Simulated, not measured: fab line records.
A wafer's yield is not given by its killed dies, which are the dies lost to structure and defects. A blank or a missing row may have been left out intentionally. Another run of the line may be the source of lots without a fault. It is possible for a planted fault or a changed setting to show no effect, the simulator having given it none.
Problem report, 8D (eight disciplines) form, completed by code	flow rit-cmos	the parts of the form that need people (team, actions taken, sign-off) are left out

1. PROBLEM STATEMENT
Mean of beam-energy-keV at RIT_PRETRO_IMPLANT_08: 39.759 across 9 wafers in 3 lots; on wafers with no fault it is 44.996 (standard deviation 0.014). So: -99 or more standard deviations from the usual mean.
The first sign was on wafer L420.4 at day 3 03:43, on implanter-02. At this step, 39 wafers from 13 lots have a number in the record. Rule for "out" (also "out of limits"): further than 4 standard deviations from the usual mean. The other wafers with a number count as sound.

2. WHAT IT IS; WHAT IT IS NOT
question	is	is not
which readings at this step	beam-energy-keV	-
which lots	L420, L421, L425	L416, L417, L427, L428, L430, L432, L433, L434, L438, L439
which wafers of those lots	all that have a number	-
read on which tools	implanter-02	implanter-01, implanter-03
when	from day 3 03:43	up to then (6 sound wafers); but 24 sound wafers of L427, L428, L430, L432, L433, L434, L438, L439 came after

3. SUSPECTS, AND WHAT RULES EACH OUT
Counting: a tool at any process step up to the reading remains a suspect when it ran all the lots that are out and ran no sound lot after the first of those.
- implanter-02 at RIT_PRETRO_IMPLANT_08: kept. All lots that are out passed through it, beginning with L420 at day 3 03:43, and no sound lot followed; its final sound lot before that point was L417 at day 2 12:07. Its own readings are out on those wafers: beam-energy-keV.
The count leaves implanter-02 at RIT_PRETRO_IMPLANT_08.

4. THE CAUSE (what the simulator had put in)
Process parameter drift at RIT_PRETRO_IMPLANT_08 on implanter-02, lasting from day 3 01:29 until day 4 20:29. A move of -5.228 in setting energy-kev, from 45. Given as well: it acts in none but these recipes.
Only this tool survived the counting.

5. SEQUENCE OF EFFECTS, ordered by route
Rows list readings where the struck wafers' mean (over those with a number) sits beyond 3 standard deviations from the usual. Readings are gone through only where the record gives a usual standard deviation; hours: the median, over the lots, of the time from a lot's start at the first step in this table giving one to that lot's start at this step; sigmas: the change measured in usual standard deviations.
hours	step	reading	usual	on struck wafers	change	sigmas
0	RIT_PRETRO_IMPLANT_08	beam-energy-keV	44.996	39.759	-5.237	-99 or more
It contains these process steps:
- RIT_PRETRO_IMPLANT_08

6. WHAT WOULD HAVE CAUGHT IT SOONER
In this record the first reading out of limits was taken at day 3 03:43, 2 hours after the fault began at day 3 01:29.
